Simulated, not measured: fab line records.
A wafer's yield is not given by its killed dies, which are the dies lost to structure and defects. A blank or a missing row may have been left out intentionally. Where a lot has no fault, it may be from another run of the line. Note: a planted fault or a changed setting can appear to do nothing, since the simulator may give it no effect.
A struck lot beside a sound one	flow berkeleyCmos170	23 steps out of a route of 331
Sound: the wafers L492.2, L492.4, L492.5. The struck wafers were L504.1, L504.2, L504.6. At the end, the cause is stated.
For every step that has rows: the tool of each side, followed by ch and its chambers, followed by its first start. Under that, the readings that differ: sound wafers	struck wafers	difference of the means	sigmas: that difference in standard deviations of wafers without a fault.
alike: a reading whose means differ by less than 2 such deviations, as well as words and numbers matching on both sides. not compared: withheld readings; readings where some wafer has no value; bounds like >300 that might hide an equal value; numbers whose values overlap and for which the record gives no deviation.
Wherever a step has rows on one side only, a row that says differs or no value, or a row with sigmas, the two part there. Non-overlapping numbers with no deviation appear without sigmas and do not part them. Lack of a reading on every wafer of one side parts them only where that side has two or more wafers.

UCB170_NWELL_ETCH_13: etches Si3N4 in CH3F/Ar/O2, stops on SiO2, target depth 246.4 nm, time 154 s.
  sound on rieDiel-02 ch 0,1, day 2 07:50; struck on rieDiel-04 ch 0,2,3, day 5 06:31
  alike: chamberPressureMTorr, drypumpMotorCurrentA, oesProductAu, throttleValvePct
  not compared: rfHoursCounterH
following that, these wafers have no rows for 1 step: UCB170_NWELL_IMPLANT_14.
UCB170_NWELL_STRIP_15: strips in O2.
  sound on plasmaAsher-04 ch 0,1, day 2 08:05; struck on plasmaAsher-02 ch 0,1, day 5 06:46
  alike: chamberPressureMTorr, drypumpMotorCurrentA, oesProductAu, stripTimeToEndpointS
  not compared: rfHoursCounterH
UCB170_NWELL_TW_MEAS_16:
  struck on filmMetro-02, day 5 06:52; sound on filmMetro-01, day 2 08:12
  alike: NWELL_TW
then, 6 steps without rows for these wafers: UCB170_NWELL_CLEAN_17 (cleans in SPM, time 600 s); UCB170_NWELL_WET_ETCH_18 (etches Si3N4 in H3PO4, time 14400 s); UCB170_NWELL_WET_ETCH_19 (etches SiO2 in BOE, time 22 s); UCB170_PWELL_CLEAN_00 (cleans in SPM, time 600 s); UCB170_PWELL_CLEAN_01 (cleans in dHF, time 60 s); UCB170_PWELL_OXIDATION_02 (target thk 26.4 nm, ox time 1260 s).
UCB170_PWELL_THK_MEAS_03:
  struck on filmMetro-03, day 5 17:18; sound on filmMetro-04, day 2 19:01
reading	sound	struck	difference	sigmas
PWELL_OXIDE_THK (nm)	26.4 26.5 26.1	25.1 25.4 25.4	-1.0	-2
then, 1 step without rows for these wafers: UCB170_PWELL_ANNEAL_04 (time 900 s).
UCB170_PWELL_CVD_05: deposits Si3N4 from SiH2Cl2/NH3, target thk 220 nm, time 3300 s.
  sound on lpcvd-01 ch 1, day 3 01:19; struck on lpcvd-01 ch 0, day 5 22:49
reading	sound	struck	difference	sigmas
spikeTcCentreC (C)	802.9 804.0 803.1	782.9 782.3 781.9	-21.0	-21
spikeTcLoadC (C)	824.8 824.1 824.7	802.2 801.9 803.9	-21.9	-17
spikeTcSourceC (C)	822.2 822.1 822.1	800.6 800.1 799.1	-22.2	-18
susceptorTempC (C)	800.4 800.0 799.9	778.9 779.0 779.4	-21.0	-55
model.Si3N4_of_PWELL_CVD_05.thkNm (nm)	217.7 217.7 217.2	145.7 146.3 145	-71.9	
  alike: zonePowerCentrePct
UCB170_PWELL_THK_MEAS_06:
  struck on filmMetro-04, day 6 00:58; sound on filmMetro-04, day 3 03:14
reading	sound	struck	difference	sigmas
PWELL_NITRIDE_THK (nm)	217.7 217.6 217.0	145.6 146.3 145.0	-71.8	-36
  not compared: hold
then, 5 steps without rows for these wafers: UCB170_PWELL_COAT_08 (resist thk 900 nm); UCB170_PWELL_SOFTBAKE_09 (time 60 s); UCB170_PWELL_EXPOSE_10 (exposes mask PWELL, target cd 3000 nm); UCB170_PWELL_PEB_11; UCB170_PWELL_DEVELOP_12 (develop time 45 s).
UCB170_PWELL_OVL_MEAS_13:
  struck on overlay-02, day 6 03:47; sound on overlay-01, day 3 04:35
  alike: PWELL_OVL
UCB170_PWELL_ETCH_14: etches Si3N4 in CH3F/Ar/O2, stops on SiO2, target depth 242 nm, time 151 s.
  sound on rieDiel-03 ch 0,1,2, day 3 04:37; struck on rieDiel-04 ch 1,2,3, day 6 03:49
reading	sound	struck	difference	sigmas
oesProductAu (a.u.)	0.919 0.938 0.936	0.766 0.757 0.731	-0.180	-11
model.etch.depthNm (nm)	217.7 217.7 217.2	145.7 146.3 145	-71.9	
  alike: chamberPressureMTorr, drypumpMotorCurrentA, throttleValvePct
  not compared: rfHoursCounterH
then, 2 steps without rows for these wafers: UCB170_PWELL_IMPLANT_15; UCB170_M3_PROBE_99.

## WHERE THEY PART
Last at UCB170_PWELL_ETCH_14 as far as this record goes, first at UCB170_PWELL_THK_MEAS_03.

WHY: what had been put in by the simulator
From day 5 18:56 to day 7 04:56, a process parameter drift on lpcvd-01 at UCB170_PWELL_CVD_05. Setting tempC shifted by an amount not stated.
